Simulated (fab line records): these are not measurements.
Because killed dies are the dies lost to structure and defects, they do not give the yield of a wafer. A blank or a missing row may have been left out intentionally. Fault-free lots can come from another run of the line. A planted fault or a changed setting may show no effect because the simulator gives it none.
fab line records :: flow berkeleyCmos170
record
  lots=5
  wafers=15
  lastDay=12
route steps=331 shown FIELD@95 SACOX@97 SCREENOX@100 NVT@104
lots that met no fault: from a run of the same line without faults
startH: the number of hours between the record's first day and the start of the first shown wafer of the lot :: waitH: hours elapsed since this lot's preceding step :: " unchanged from the row above :: L1.1+2: several wafers, shown together as one row :: - no value, or no start was given :: * or withheld: withheld :: < > ~ a bound
route shown NAME@n: NAME is a module with steps in the file, n the number in the route of the first one :: usual: mean/standard deviation of fault-free wafers :: same: alike in all rows :: chamber/n: place in a boat :: sites: each site's reading :: _std_site: standard deviation across them :: _edge_site: inner sites' mean taken away from outer sites' mean :: radiusMm: how far each site lies from the wafer's centre :: mask NAME#n: copy n :: behind: the most recent tool/chamber to have shaped the wafer :: hold: why the lot went on hold/how many hours it stayed there/how the hold came to an end :: device: transistor that didn't switch, given as n, p or np :: end of line: the tests these same wafers got at the end of their route :: where a step has no rows: the recipe by itself :: killed: dies that structure and defects cost at the first sort, which is not the same as the wafer's yield :: map: shows each die of a wafer: x if killed, . if not, _ if none is there
set.NAME: the setting as run; set.NAME@STEP: as run at that earlier step :: model.NAME: the simulator's own value behind a step, which no gauge read
certain route steps with their lots: each step a table, each wafer a row
services: when a tool's chamber went out of use (startH, in hours from the record's first day, below 0 if earlier), for how many hours, and the reason
## steps
# step UCB170_FIELD_WET_ETCH_06
# recipe
  chemistry=BOE
  dilution=5:1
  target=SiO2
  tempC=25
  timeS=22
# step UCB170_FIELD_THK_MEAS_90
# recipe
  reads=SiO2_of_FIELD_OXIDATION_01
# usual
  FIELD_OXIDE_LEFT_1_THK=436/8.2
lot.wafer: L784.3
tool: filmMetro-01
chamber: -
startH: 133.48
waitH: 0.0
FIELD_OXIDE_LEFT_1_THK[nm]: 428

lot.wafer: L784.5
tool: filmMetro-01
chamber: -
startH: 133.48
waitH: 0.0
FIELD_OXIDE_LEFT_1_THK[nm]: 440

lot.wafer: L784.6
tool: filmMetro-01
chamber: -
startH: 133.48
waitH: 0.0
FIELD_OXIDE_LEFT_1_THK[nm]: 438

lot.wafer: L791.2
tool: filmMetro-02
chamber: -
startH: 180.18
waitH: 0.0
FIELD_OXIDE_LEFT_1_THK[nm]: 439

lot.wafer: L791.3
tool: filmMetro-02
chamber: -
startH: 180.18
waitH: 0.0
FIELD_OXIDE_LEFT_1_THK[nm]: 436

lot.wafer: L791.5
tool: filmMetro-02
chamber: -
startH: 180.18
waitH: 0.0
FIELD_OXIDE_LEFT_1_THK[nm]: 435

lot.wafer: L795.1
tool: filmMetro-04
chamber: -
startH: 192.64
waitH: 0.0
FIELD_OXIDE_LEFT_1_THK[nm]: 429

lot.wafer: L795.5
tool: filmMetro-04
chamber: -
startH: 192.64
waitH: 0.0
FIELD_OXIDE_LEFT_1_THK[nm]: 441

lot.wafer: L795.6
tool: filmMetro-04
chamber: -
startH: 192.64
waitH: 0.0
FIELD_OXIDE_LEFT_1_THK[nm]: 425

lot.wafer: L797.1
tool: filmMetro-01
chamber: -
startH: 216.13
waitH: 0.0
FIELD_OXIDE_LEFT_1_THK[nm]: 450

lot.wafer: L797.3
tool: filmMetro-01
chamber: -
startH: 216.13
waitH: 0.0
FIELD_OXIDE_LEFT_1_THK[nm]: 452

lot.wafer: L797.4
tool: filmMetro-01
chamber: -
startH: 216.13
waitH: 0.0
FIELD_OXIDE_LEFT_1_THK[nm]: 448

lot.wafer: L798.2
tool: filmMetro-04
chamber: -
startH: 221.15
waitH: 0.0
FIELD_OXIDE_LEFT_1_THK[nm]: 457

lot.wafer: L798.3
tool: filmMetro-04
chamber: -
startH: 221.15
waitH: 0.0
FIELD_OXIDE_LEFT_1_THK[nm]: 450

lot.wafer: L798.4
tool: filmMetro-04
chamber: -
startH: 221.15
waitH: 0.0
FIELD_OXIDE_LEFT_1_THK[nm]: 450
# step UCB170_SACOX_CLEAN_00
# recipe
  chemistry=dHF
  dilution=25:1
  timeS=7.5
# step UCB170_SACOX_OXIDATION_01
# recipe
  tempC=900
  ambient=O2
  targetThkA=144
  oxTimeS=2400
# step UCB170_SACOX_THK_MEAS_02
# recipe
  reads=SiO2_of_SACOX_OXIDATION_01
# usual
  SACOX_OXIDE_THK=14.21/0.26
lot.wafer: L784.3
tool: filmMetro-04
chamber: -
startH: 138.34
waitH: 0.0
SACOX_OXIDE_THK[nm]: 14.29

lot.wafer: L784.5
tool: filmMetro-04
chamber: -
startH: 138.34
waitH: 0.0
SACOX_OXIDE_THK[nm]: 14.10

lot.wafer: L784.6
tool: filmMetro-04
chamber: -
startH: 138.34
waitH: 0.0
SACOX_OXIDE_THK[nm]: 14.33

lot.wafer: L791.2
tool: filmMetro-03
chamber: -
startH: 183.78
waitH: 0.0
SACOX_OXIDE_THK[nm]: 14.36

lot.wafer: L791.3
tool: filmMetro-03
chamber: -
startH: 183.78
waitH: 0.0
SACOX_OXIDE_THK[nm]: 14.32

lot.wafer: L791.5
tool: filmMetro-03
chamber: -
startH: 183.78
waitH: 0.0
SACOX_OXIDE_THK[nm]: 14.57

lot.wafer: L795.1
tool: filmMetro-01
chamber: -
startH: 197.42
waitH: 0.0
SACOX_OXIDE_THK[nm]: 14.81

lot.wafer: L795.5
tool: filmMetro-01
chamber: -
startH: 197.42
waitH: 0.0
SACOX_OXIDE_THK[nm]: 14.78

lot.wafer: L795.6
tool: filmMetro-01
chamber: -
startH: 197.42
waitH: 0.0
SACOX_OXIDE_THK[nm]: 14.47

lot.wafer: L797.1
tool: filmMetro-03
chamber: -
startH: 220.70
waitH: 0.0
SACOX_OXIDE_THK[nm]: 14.43

lot.wafer: L797.3
tool: filmMetro-03
chamber: -
startH: 220.70
waitH: 0.0
SACOX_OXIDE_THK[nm]: 14.42

lot.wafer: L797.4
tool: filmMetro-03
chamber: -
startH: 220.70
waitH: 0.0
SACOX_OXIDE_THK[nm]: 14.52

lot.wafer: L798.2
tool: filmMetro-03
chamber: -
startH: 225.63
waitH: 0.0
SACOX_OXIDE_THK[nm]: 14.29

lot.wafer: L798.3
tool: filmMetro-03
chamber: -
startH: 225.63
waitH: 0.0
SACOX_OXIDE_THK[nm]: 14.20

lot.wafer: L798.4
tool: filmMetro-03
chamber: -
startH: 225.63
waitH: 0.0
SACOX_OXIDE_THK[nm]: 14.34
# step UCB170_SCREENOX_WET_ETCH_00
# recipe
  chemistry=dHF
  dilution=25:1
  target=SiO2
  tempC=25
  timeS=200
# step UCB170_SCREENOX_OXIDATION_01
# recipe
  tempC=900
  ambient=O2
  targetThkA=144
  oxTimeS=2400
# step UCB170_SCREENOX_THK_MEAS_02
# recipe
  reads=SiO2_of_SCREENOX_OXIDATION_01
# usual
  SCREENOX_OXIDE_THK=14.32/0.28
lot.wafer: L784.3
tool: filmMetro-03
chamber: -
startH: 144.55
waitH: 0.0
SCREENOX_OXIDE_THK[nm]: 14.47

lot.wafer: L784.5
tool: filmMetro-03
chamber: -
startH: 144.55
waitH: 0.0
SCREENOX_OXIDE_THK[nm]: 14.50

lot.wafer: L784.6
tool: filmMetro-03
chamber: -
startH: 144.55
waitH: 0.0
SCREENOX_OXIDE_THK[nm]: 14.52

lot.wafer: L791.2
tool: filmMetro-02
chamber: -
startH: 189.67
waitH: 0.0
SCREENOX_OXIDE_THK[nm]: 14.48

lot.wafer: L791.3
tool: filmMetro-02
chamber: -
startH: 189.67
waitH: 0.0
SCREENOX_OXIDE_THK[nm]: 14.30

lot.wafer: L791.5
tool: filmMetro-02
chamber: -
startH: 189.67
waitH: 0.0
SCREENOX_OXIDE_THK[nm]: 14.26

lot.wafer: L795.1
tool: filmMetro-03
chamber: -
startH: 202.68
waitH: 0.0
SCREENOX_OXIDE_THK[nm]: 14.59

lot.wafer: L795.5
tool: filmMetro-03
chamber: -
startH: 202.68
waitH: 0.0
SCREENOX_OXIDE_THK[nm]: 14.40

lot.wafer: L795.6
tool: filmMetro-03
chamber: -
startH: 202.68
waitH: 0.0
SCREENOX_OXIDE_THK[nm]: 14.50

lot.wafer: L797.1
tool: filmMetro-03
chamber: -
startH: 225.22
waitH: 0.0
SCREENOX_OXIDE_THK[nm]: 14.24

lot.wafer: L797.3
tool: filmMetro-03
chamber: -
startH: 225.22
waitH: 0.0
SCREENOX_OXIDE_THK[nm]: 14.23

lot.wafer: L797.4
tool: filmMetro-03
chamber: -
startH: 225.22
waitH: 0.0
SCREENOX_OXIDE_THK[nm]: 14.44

lot.wafer: L798.2
tool: filmMetro-04
chamber: -
startH: 229.61
waitH: 0.0
SCREENOX_OXIDE_THK[nm]: 14.09

lot.wafer: L798.3
tool: filmMetro-04
chamber: -
startH: 229.61
waitH: 0.0
SCREENOX_OXIDE_THK[nm]: 13.68

lot.wafer: L798.4
tool: filmMetro-04
chamber: -
startH: 229.61
waitH: 0.0
SCREENOX_OXIDE_THK[nm]: 13.88
# step UCB170_SCREENOX_ANNEAL_03
# recipe
  tempC=900
  timeS=900
  ambient=N2
# step UCB170_NVT_HMDS_00
# recipe
  primeTimeS=60
  primeTempC=100
# step UCB170_NVT_COAT_01
# recipe
  resist=KrF
  spinRpm=1500
  resistThkNm=900
# step UCB170_NVT_SOFTBAKE_02
# recipe
  resist=KrF
  tempC=130
  timeS=60
# step UCB170_NVT_EXPOSE_03
# recipe
  maskId=PWELL
  targetCdNm=3000
  na=0.5
  sigmaOuter=0.6
  sourceShape=conventional
  doseMj=30
# usual
  exposureDoseMJCm2=30.01/0.032
  reticleTempC=22.97/0.11
lot.wafer: L784.3
tool: krfScanner-02
chamber: 0
startH: 150.36
waitH: 0.2
mask: NWELL#0
exposureDoseMJCm2: 30.04
reticleTempC: 23.06

lot.wafer: L784.5
tool: krfScanner-02
chamber: 0
startH: 150.36
waitH: 0.2
mask: NWELL#0
exposureDoseMJCm2: 30.05
reticleTempC: 22.98

lot.wafer: L784.6
tool: krfScanner-02
chamber: 0
startH: 150.36
waitH: 0.2
mask: NWELL#0
exposureDoseMJCm2: 30.03
reticleTempC: 23.13

lot.wafer: L791.2
tool: krfScanner-01
chamber: 0
startH: 195.10
waitH: 0.1
mask: PWELL#0
exposureDoseMJCm2: 30.04
reticleTempC: 22.93

lot.wafer: L791.3
tool: krfScanner-01
chamber: 0
startH: 195.10
waitH: 0.1
mask: PWELL#0
exposureDoseMJCm2: 30.04
reticleTempC: 22.95

lot.wafer: L791.5
tool: krfScanner-01
chamber: 0
startH: 195.10
waitH: 0.1
mask: PWELL#0
exposureDoseMJCm2: 30.02
reticleTempC: 22.80

lot.wafer: L795.1
tool: krfScanner-01
chamber: 0
startH: 208.55
waitH: 0.2
mask: PWELL#0
exposureDoseMJCm2: 29.95
reticleTempC: 23.03

lot.wafer: L795.5
tool: krfScanner-01
chamber: 0
startH: 208.55
waitH: 0.2
mask: PWELL#0
exposureDoseMJCm2: 30.00
reticleTempC: 23.00

lot.wafer: L795.6
tool: krfScanner-01
chamber: 0
startH: 208.55
waitH: 0.2
mask: PWELL#0
exposureDoseMJCm2: 30.02
reticleTempC: 22.98

lot.wafer: L797.1
tool: krfScanner-02
chamber: 0
startH: 228.82
waitH: 0.1
mask: PWELL#0
exposureDoseMJCm2: 30.02
reticleTempC: 22.85

lot.wafer: L797.3
tool: krfScanner-02
chamber: 0
startH: 228.82
waitH: 0.1
mask: PWELL#0
exposureDoseMJCm2: 30.02
reticleTempC: 22.89

lot.wafer: L797.4
tool: krfScanner-02
chamber: 0
startH: 228.82
waitH: 0.1
mask: PWELL#0
exposureDoseMJCm2: 30.06
reticleTempC: 22.89

lot.wafer: L798.2
tool: krfScanner-01
chamber: 0
startH: 233.94
waitH: 0.1
mask: PWELL#0
exposureDoseMJCm2: 30.00
reticleTempC: 23.05

lot.wafer: L798.3
tool: krfScanner-01
chamber: 0
startH: 233.94
waitH: 0.1
mask: PWELL#0
exposureDoseMJCm2: 30.03
reticleTempC: 23.03

lot.wafer: L798.4
tool: krfScanner-01
chamber: 0
startH: 233.94
waitH: 0.1
mask: PWELL#0
exposureDoseMJCm2: 29.98
reticleTempC: 23.02
# step UCB170_NVT_PEB_04
# recipe
  pebTempC=130
  pebTimeS=withheld
  resist=KrF
# step UCB170_NVT_DEVELOP_05
# recipe
  developer=TMAH
  developTimeS=45
  resist=KrF
  devTempC=21
# step UCB170_NVT_OVL_MEAS_06
# usual
  NVT_OVL=1/4.8
lot.wafer: L784.3
tool: overlay-02
chamber: -
startH: 151.38
waitH: -
NVT_OVL[nm]: -

lot.wafer: L784.5
tool: overlay-02
chamber: -
startH: 151.38
waitH: -
NVT_OVL[nm]: -

lot.wafer: L784.6
tool: overlay-02
chamber: -
startH: 151.38
waitH: -
NVT_OVL[nm]: -

lot.wafer: L791.2
tool: overlay-02
chamber: -
startH: 196.12
waitH: -
NVT_OVL[nm]: 6

lot.wafer: L791.3
tool: overlay-02
chamber: -
startH: 196.12
waitH: -
NVT_OVL[nm]: 7

lot.wafer: L791.5
tool: overlay-02
chamber: -
startH: 196.12
waitH: -
NVT_OVL[nm]: 4

lot.wafer: L795.1
tool: overlay-01
chamber: -
startH: 209.43
waitH: -
NVT_OVL[nm]: 3

lot.wafer: L795.5
tool: overlay-01
chamber: -
startH: 209.43
waitH: -
NVT_OVL[nm]: 2

lot.wafer: L795.6
tool: overlay-01
chamber: -
startH: 209.43
waitH: -
NVT_OVL[nm]: 4

lot.wafer: L797.1
tool: overlay-01
chamber: -
startH: 229.86
waitH: -
NVT_OVL[nm]: 4

lot.wafer: L797.3
tool: overlay-01
chamber: -
startH: 229.86
waitH: -
NVT_OVL[nm]: 3

lot.wafer: L797.4
tool: overlay-01
chamber: -
startH: 229.86
waitH: -
NVT_OVL[nm]: 2

lot.wafer: L798.2
tool: overlay-02
chamber: -
startH: 234.47
waitH: -
NVT_OVL[nm]: -8

lot.wafer: L798.3
tool: overlay-02
chamber: -
startH: 234.47
waitH: -
NVT_OVL[nm]: -7

lot.wafer: L798.4
tool: overlay-02
chamber: -
startH: 234.47
waitH: -
NVT_OVL[nm]: -5
# step UCB170_NVT_IMPLANT_07
# recipe
  species=BF2
  doseCm2=3e+12
  energyKev=50
  tiltDeg=7
# step UCB170_NVT_STRIP_08
# recipe
  chemistry=O2
  powerW=400
  pressureMtorr=3500
  platenTempC=withheld
  o2FlowSccm=400
  overashFraction=0.5
# usual
  drypumpMotorCurrentA=5.6/0.46
  oesProductAu=0.735/0.0041
  stripTimeToEndpointS=21.63/0.067
# same
  overashFraction=0.5
lot.wafer: L784.3
tool: plasmaAsher-01
chamber: 0
startH: 151.59
waitH: 0.1
drypumpMotorCurrentA: 5.0
oesProductAu: 0.736
rfHoursCounterH: -
stripTimeToEndpointS: 21.67

lot.wafer: L784.5
tool: plasmaAsher-01
chamber: 0
startH: 151.59
waitH: 0.1
drypumpMotorCurrentA: 5.0
oesProductAu: 0.739
rfHoursCounterH: -
stripTimeToEndpointS: 21.72

lot.wafer: L784.6
tool: plasmaAsher-01
chamber: 1
startH: 151.59
waitH: 0.1
drypumpMotorCurrentA: 5.9
oesProductAu: 0.733
rfHoursCounterH: -
stripTimeToEndpointS: 21.73

lot.wafer: L791.2
tool: plasmaAsher-02
chamber: 0
startH: 196.30
waitH: 0.1
drypumpMotorCurrentA: 5.1
oesProductAu: 0.732
rfHoursCounterH: 49
stripTimeToEndpointS: 21.63

lot.wafer: L791.3
tool: plasmaAsher-02
chamber: 0
startH: 196.30
waitH: 0.1
drypumpMotorCurrentA: 5.0
oesProductAu: 0.736
rfHoursCounterH: -
stripTimeToEndpointS: 21.63

lot.wafer: L791.5
tool: plasmaAsher-02
chamber: 1
startH: 196.30
waitH: 0.1
drypumpMotorCurrentA: 5.9
oesProductAu: 0.732
rfHoursCounterH: -
stripTimeToEndpointS: 21.66

lot.wafer: L795.1
tool: plasmaAsher-03
chamber: 0
startH: 209.62
waitH: 0.1
drypumpMotorCurrentA: 6.3
oesProductAu: 0.733
rfHoursCounterH: 10
stripTimeToEndpointS: 21.51

lot.wafer: L795.5
tool: plasmaAsher-03
chamber: 1
startH: 209.62
waitH: 0.1
drypumpMotorCurrentA: 5.6
oesProductAu: 0.737
rfHoursCounterH: -
stripTimeToEndpointS: 21.51

lot.wafer: L795.6
tool: plasmaAsher-03
chamber: 0
startH: 209.62
waitH: 0.1
drypumpMotorCurrentA: 6.3
oesProductAu: 0.734
rfHoursCounterH: -
stripTimeToEndpointS: 21.57

lot.wafer: L797.1
tool: plasmaAsher-02
chamber: 0
startH: 230.04
waitH: 0.1
drypumpMotorCurrentA: 5.1
oesProductAu: 0.736
rfHoursCounterH: 53
stripTimeToEndpointS: 21.62

lot.wafer: L797.3
tool: plasmaAsher-02
chamber: 1
startH: 230.04
waitH: 0.1
drypumpMotorCurrentA: 5.9
oesProductAu: 0.733
rfHoursCounterH: -
stripTimeToEndpointS: 21.61

lot.wafer: L797.4
tool: plasmaAsher-02
chamber: 0
startH: 230.04
waitH: 0.1
drypumpMotorCurrentA: 5.1
oesProductAu: 0.739
rfHoursCounterH: -
stripTimeToEndpointS: 21.59

lot.wafer: L798.2
tool: plasmaAsher-01
chamber: 0
startH: 234.65
waitH: 0.1
drypumpMotorCurrentA: 5.0
oesProductAu: 0.734
rfHoursCounterH: 47
stripTimeToEndpointS: 21.57

lot.wafer: L798.3
tool: plasmaAsher-01
chamber: 1
startH: 234.65
waitH: 0.1
drypumpMotorCurrentA: 5.9
oesProductAu: 0.734
rfHoursCounterH: -
stripTimeToEndpointS: 21.51

lot.wafer: L798.4
tool: plasmaAsher-01
chamber: 0
startH: 234.65
waitH: 0.1
drypumpMotorCurrentA: 5.0
oesProductAu: 0.731
rfHoursCounterH: -
stripTimeToEndpointS: 21.50
# step UCB170_NVT_TW_MEAS_09
# usual
  NVT_TW=525.8/2.6
lot.wafer: L784.3
tool: filmMetro-01
chamber: -
startH: 151.68
waitH: 0.1
NVT_TW: 29.9

lot.wafer: L784.5
tool: filmMetro-01
chamber: -
startH: 151.68
waitH: 0.1
NVT_TW: 30.0

lot.wafer: L784.6
tool: filmMetro-01
chamber: -
startH: 151.68
waitH: 0.1
NVT_TW: 30.0

lot.wafer: L791.2
tool: filmMetro-03
chamber: -
startH: 196.41
waitH: 0.1
NVT_TW: 526.3

lot.wafer: L791.3
tool: filmMetro-03
chamber: -
startH: 196.41
waitH: 0.1
NVT_TW: 526.6

lot.wafer: L791.5
tool: filmMetro-03
chamber: -
startH: 196.41
waitH: 0.1
NVT_TW: 523.5

lot.wafer: L795.1
tool: filmMetro-01
chamber: -
startH: 209.72
waitH: 0.1
NVT_TW: 528.9

lot.wafer: L795.5
tool: filmMetro-01
chamber: -
startH: 209.72
waitH: 0.1
NVT_TW: 528.7

lot.wafer: L795.6
tool: filmMetro-01
chamber: -
startH: 209.72
waitH: 0.1
NVT_TW: 529.2

lot.wafer: L797.1
tool: filmMetro-03
chamber: -
startH: 230.14
waitH: 0.1
NVT_TW: 526.3

lot.wafer: L797.3
tool: filmMetro-03
chamber: -
startH: 230.14
waitH: 0.1
NVT_TW: 525.4

lot.wafer: L797.4
tool: filmMetro-03
chamber: -
startH: 230.14
waitH: 0.1
NVT_TW: 524.0

lot.wafer: L798.2
tool: filmMetro-02
chamber: -
startH: 234.76
waitH: 0.1
NVT_TW: 525.6

lot.wafer: L798.3
tool: filmMetro-02
chamber: -
startH: 234.76
waitH: 0.1
NVT_TW: 530.4

lot.wafer: L798.4
tool: filmMetro-02
chamber: -
startH: 234.76
waitH: 0.1
NVT_TW: 528.9
# step UCB170_NVT_CLEAN_10
# recipe
  chemistry=SPM
  tempC=120
  timeS=600
## services
tool: plasmaAsher-02
chamber: -
startH: 141.93
hours: 2.8
kind: pm

tool: krfScanner-02
chamber: -
startH: 162.65
hours: 0.8
kind: pm

tool: krfScanner-02
chamber: -
startH: 188.80
hours: 0.8
kind: repair

tool: krfScanner-01
chamber: -
startH: 202.06
hours: 0.8
kind: pm

tool: plasmaAsher-01
chamber: -
startH: 229.93
hours: 2.0
kind: repair

tool: krfScanner-02
chamber: -
startH: 232.76
hours: 1.5
kind: pm
## key
firstSign
  step=UCB170_NVT_EXPOSE_03
  reading=mask
  direction=changed
effect
  step=UCB170_NVT_OVL_MEAS_06
  reading=NVT_OVL
  direction=missing
effect
  step=UCB170_NVT_TW_MEAS_09
  reading=NVT_TW
  direction=down
  sigmas=99+
  usual=525.8
  struck=30.0
metAt UCB170_NVT_EXPOSE_03
struckWafers L784.3,L784.5,L784.6
sortLeftOut L784.3,L784.5,L784.6
testerLeftOut L784
fault
  kind=wrongMask
  tool=any
  chamber=-
  onsetH=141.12
  steps=UCB170_NVT_EXPOSE_03
  auxCopy=NWELL#0
  scope=struckLotsOnly
# testerLeftOut: of these lots the tester's yield and bins aren't shown, on N5 and GAA mostly nor the transistor test; their killed dies are dies lost to structure and defects alone, not to doping, threshold or leakage, so they don't give the yield
# sortLeftOut: the simulated sort isn't trusted on such a fault, so these wafers' sort isn't shown, and their yield isn't known
